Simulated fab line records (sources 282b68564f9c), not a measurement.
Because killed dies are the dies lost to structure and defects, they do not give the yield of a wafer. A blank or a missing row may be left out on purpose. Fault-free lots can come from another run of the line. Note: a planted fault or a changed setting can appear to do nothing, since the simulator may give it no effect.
A single fault, viewed from 2 desks :: flow ritCmos :: each desk has only its own numbers; what lay behind them comes last

AT THE TOOL OWNER'S DESK: lithoTrack-01
The tool's own readings at RIT_PRETRO_COAT_01 (resist thk 1300 nm): means of the sampled wafers that have a number, for each lot that ran on this tool. Any lot whose mean is over 4 standard deviations away from the usual mean is out of limits and marked OUT; that distance is given in the brackets.
Columns: A = chillPlateTempC at RIT_PRETRO_COAT_01, usual 23.01 C; B = spinSpeedRpm at RIT_PRETRO_COAT_01, usual 2000.0 rpm
lot: L650
first seen here: day 3 04:05
A: 23.06
B: 1998.6

lot: L656
first seen here: day 4 10:03
A: 23.01
B: 1998.3

lot: L660
first seen here: day 5 05:13
A: 22.94
B: 2001.7

lot: L661
first seen here: day 5 09:58
A: 23.01
B: 1818.1 (-99 or more) OUT

lot: L664
first seen here: day 6 02:38
A: 22.94
B: 1819.5 (-99 or more) OUT
Finding of this desk: L661, L664 out of limits; the first was L661 at day 5 09:58, on spinSpeedRpm at RIT_PRETRO_COAT_01. Within limits: L650, L656, L660.

THE METROLOGY DESK
What the gauges read, lot by lot, whatever tool the lot ran on: means of the sampled wafers that have a number. Any lot whose mean is over 4 standard deviations away from the usual mean is out of limits and marked OUT; that distance is given in the brackets.
Columns: A = FIELD_OXIDE_LEFT_1_THK at RIT_FOX2_THK_MEAS_90, usual 323 nm; B = NSD_OVL at RIT_NSD_OVL_MEAS_06, usual -1.3 nm
lot: L646
first seen here: day 1 20:10
A: 314
B: -1.4

lot: L648
first seen here: day 2 07:25
A: 323
B: -2.0

lot: L649
first seen here: day 2 10:40
A: 315
B: -1.1

lot: L650
first seen here: day 2 17:03
A: 328
B: -1.7

lot: L651
first seen here: day 2 21:44
A: 322
B: -2.2

lot: L654
first seen here: day 3 11:14
A: 329
B: -1.3

lot: L656
first seen here: day 3 23:10
A: 321
B: -0.6

lot: L660
first seen here: day 4 18:28
A: 320
B: -0.1

lot: L661
first seen here: day 4 23:18
A: 326
B: 0.0

lot: L662
first seen here: day 5 05:15
A: 324
B: -0.1

lot: L664
first seen here: day 5 16:18
A: 323
B: -4.3

lot: L665
first seen here: day 5 20:31
A: 325
B: -3.4

lot: L666
first seen here: day 5 23:52
A: 330
B: -1.5

lot: L668
first seen here: day 6 12:32
A: 322
B: 0.2
This desk's finding: nothing out of limits on any of the 14 lots.

PUT TOGETHER
On L661, L664, at day 5 09:58, an alarm was possible from the tool owner's desk.
Metrology desk: nothing out of limits seen.
The metrology desk has L661, L664 on record, within its limits.
On lithoTrack-01, each named lot ran RIT_PRETRO_COAT_01.

WHAT THE SIMULATOR HAD INSERTED
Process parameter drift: lithoTrack-01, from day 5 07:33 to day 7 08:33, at RIT_PRETRO_COAT_01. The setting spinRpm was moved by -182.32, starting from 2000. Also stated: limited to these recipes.
Struck lots among those shown: L661, L664.
Delay in hours, fault start to first out-of-limits reading, by desk: the tool owner's desk at 2.
